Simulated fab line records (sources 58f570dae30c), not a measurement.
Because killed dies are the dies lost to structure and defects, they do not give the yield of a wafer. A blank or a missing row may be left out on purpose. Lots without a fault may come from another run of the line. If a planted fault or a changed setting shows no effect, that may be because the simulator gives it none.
Split-lot experiment / flow berkeley_cmos170 / route with 331 steps; 5 lots, 23 wafers read

== THE SPLIT ==
At UCB170_V2_ETCH_14 (etches SiO2 in CHF3/CF4/Ar, stops on Al, target depth 1250 nm, time 291 s), the setting time_s was moved away from the recipe's 291 s on 9 of the 23 wafers read, by -11.7% to +11.7%. The other wafers ran this setting at the recipe's value.

Reading taken at the split's own step.

== THE READING ==
KrF_of_V2_COAT_07.thk_nm (the simulator's own value, which no gauge read), in nm, at UCB170_V2_ETCH_14 (etches SiO2 in CHF3/CF4/Ar, stops on Al, target depth 1250 nm, time 291 s). The file gives no usual value for it. Average 611.7 nm, standard deviation 2.5 nm, over the 14 wafers here run with the recipe.

wafer=L075.1; tool, chamber at the split=rie_diel-04, 3; time_s as run, s=291; against the recipe=recipe; KrF_of_V2_COAT_07.thk_nm, nm=614.2; against lot-mates on the recipe=-
wafer=L075.2; tool, chamber at the split=rie_diel-04, 1; time_s as run, s=291; against the recipe=recipe; KrF_of_V2_COAT_07.thk_nm, nm=612.2; against lot-mates on the recipe=-
wafer=L075.4; tool, chamber at the split=rie_diel-04, 1; time_s as run, s=291; against the recipe=recipe; KrF_of_V2_COAT_07.thk_nm, nm=608.7; against lot-mates on the recipe=-
wafer=L074.2; tool, chamber at the split=rie_diel-01, 3; time_s as run, s=291; against the recipe=recipe; KrF_of_V2_COAT_07.thk_nm, nm=612.6; against lot-mates on the recipe=-
wafer=L074.3; tool, chamber at the split=rie_diel-01, 2; time_s as run, s=291; against the recipe=recipe; KrF_of_V2_COAT_07.thk_nm, nm=606.9; against lot-mates on the recipe=-
wafer=L074.4; tool, chamber at the split=rie_diel-01, 3; time_s as run, s=256.9; against the recipe=-11.7%; KrF_of_V2_COAT_07.thk_nm, nm=642.7; against lot-mates on the recipe=+31.8
wafer=L074.5; tool, chamber at the split=rie_diel-01, 1; time_s as run, s=256.9; against the recipe=-11.7%; KrF_of_V2_COAT_07.thk_nm, nm=640.4; against lot-mates on the recipe=+29.5
wafer=L074.6; tool, chamber at the split=rie_diel-01, 2; time_s as run, s=291; against the recipe=recipe; KrF_of_V2_COAT_07.thk_nm, nm=613.2; against lot-mates on the recipe=-
wafer=L080.1; tool, chamber at the split=rie_diel-01, 2; time_s as run, s=325.1; against the recipe=+11.7%; KrF_of_V2_COAT_07.thk_nm, nm=583.6; against lot-mates on the recipe=-30.4
wafer=L080.2; tool, chamber at the split=rie_diel-01, 3; time_s as run, s=291; against the recipe=recipe; KrF_of_V2_COAT_07.thk_nm, nm=613.8; against lot-mates on the recipe=-
wafer=L080.4; tool, chamber at the split=rie_diel-01, 0; time_s as run, s=325.1; against the recipe=+11.7%; KrF_of_V2_COAT_07.thk_nm, nm=580.7; against lot-mates on the recipe=-33.3
wafer=L080.5; tool, chamber at the split=rie_diel-01, 0; time_s as run, s=291; against the recipe=recipe; KrF_of_V2_COAT_07.thk_nm, nm=613.3; against lot-mates on the recipe=-
wafer=L080.6; tool, chamber at the split=rie_diel-01, 3; time_s as run, s=291; against the recipe=recipe; KrF_of_V2_COAT_07.thk_nm, nm=614.9; against lot-mates on the recipe=-
wafer=L083.1; tool, chamber at the split=rie_diel-02, 3; time_s as run, s=291; against the recipe=recipe; KrF_of_V2_COAT_07.thk_nm, nm=607.3; against lot-mates on the recipe=-
wafer=L083.3; tool, chamber at the split=rie_diel-02, 0; time_s as run, s=307.6; against the recipe=+5.7%; KrF_of_V2_COAT_07.thk_nm, nm=601.6; against lot-mates on the recipe=-8.1
wafer=L083.4; tool, chamber at the split=rie_diel-02, 2; time_s as run, s=291; against the recipe=recipe; KrF_of_V2_COAT_07.thk_nm, nm=612.1; against lot-mates on the recipe=-
wafer=L083.5; tool, chamber at the split=rie_diel-02, 2; time_s as run, s=291; against the recipe=recipe; KrF_of_V2_COAT_07.thk_nm, nm=609.8; against lot-mates on the recipe=-
wafer=L083.6; tool, chamber at the split=rie_diel-02, 1; time_s as run, s=307.6; against the recipe=+5.7%; KrF_of_V2_COAT_07.thk_nm, nm=595.7; against lot-mates on the recipe=-14.0
wafer=L084.1; tool, chamber at the split=rie_diel-01, 3; time_s as run, s=262.6; against the recipe=-9.8%; KrF_of_V2_COAT_07.thk_nm, nm=635.4; against lot-mates on the recipe=+22.9
wafer=L084.2; tool, chamber at the split=rie_diel-01, 1; time_s as run, s=262.6; against the recipe=-9.8%; KrF_of_V2_COAT_07.thk_nm, nm=641.2; against lot-mates on the recipe=+28.7
wafer=L084.3; tool, chamber at the split=rie_diel-01, 2; time_s as run, s=291; against the recipe=recipe; KrF_of_V2_COAT_07.thk_nm, nm=613.4; against lot-mates on the recipe=-
wafer=L084.4; tool, chamber at the split=rie_diel-01, 0; time_s as run, s=262.6; against the recipe=-9.8%; KrF_of_V2_COAT_07.thk_nm, nm=637.6; against lot-mates on the recipe=+25.1
wafer=L084.6; tool, chamber at the split=rie_diel-01, 0; time_s as run, s=291; against the recipe=recipe; KrF_of_V2_COAT_07.thk_nm, nm=611.7; against lot-mates on the recipe=-

FIT RESULTS
A straight line over all 23 wafers: KrF_of_V2_COAT_07.thk_nm changes by -2.56 nm for each +1% of time_s; r = -0.99; the points scatter about the line by 2.5 nm.
The same after taking each lot's own level away (the mean of its wafers on the recipe; 23 wafers): -2.59 nm for each +1%; r = -0.99; scatter 2.5 nm.
According to that fit, moving time_s by its largest amount changes the reading by 30 nm.
Across the lots, their own levels run from 609.73 to 614.00 nm, a range of 1.7 times the standard deviation given above.
The two slopes are in agreement: the lot-to-lot level therefore moves the slope only a little.
Check: +30.4 nm against its lot-mates is what the line predicts for one of the wafers moved furthest among these (-11.7%) when that wafer is left out of the fit. It came out at +31.8 nm against them.

== OTHER SPLITS APPLIED TO THESE WAFERS ==
Before the reading, these wafers also passed through other splits. Each is held against what the fit with the lots' levels taken away leaves over:
other split on the same wafers=UCB170_PSD_COAT_01 spin_rpm; wafers away from the commonest value=7; r with KrF_of_V2_COAT_07.thk_nm (lot level and that fit taken away)=-0.18
other split on the same wafers=UCB170_BACKSIDE_COAT_01 spin_rpm; wafers away from the commonest value=5; r with KrF_of_V2_COAT_07.thk_nm (lot level and that fit taken away)=-0.28
other split on the same wafers=UCB170_CONTACT_COAT_04 resist_thk_nm; wafers away from the commonest value=9; r with KrF_of_V2_COAT_07.thk_nm (lot level and that fit taken away)=+0.06
other split on the same wafers=UCB170_M1_METAL_ETCH_12 time_s; wafers away from the commonest value=8; r with KrF_of_V2_COAT_07.thk_nm (lot level and that fit taken away)=-0.05
other split on the same wafers=UCB170_M2_COAT_05 resist_thk_nm; wafers away from the commonest value=9; r with KrF_of_V2_COAT_07.thk_nm (lot level and that fit taken away)=-0.39

== THE WHOLE CHAIN: every reading that the file lists as answering this split, in the file's order ==
step=UCB170_V2_ETCH_14; what it does=etches SiO2 in CHF3/CF4/Ar, stops on Al, target depth 1250 nm, time 291 s; reading=KrF_of_V2_COAT_07.thk_nm (the simulator's own value, which no gauge read); change (the file's fit)=-2.6 nm for each +1% of the setting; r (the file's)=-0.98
step=UCB170_V2_STRIP_15; what it does=strips in O2; reading=strip_time_to_endpoint_s; change (the file's fit)=withheld for each +1% of the setting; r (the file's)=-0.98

== FILE'S OWN FIT ==
KrF_of_V2_COAT_07.thk_nm changes by -2.6 nm for each +1% of time_s, r = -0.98.
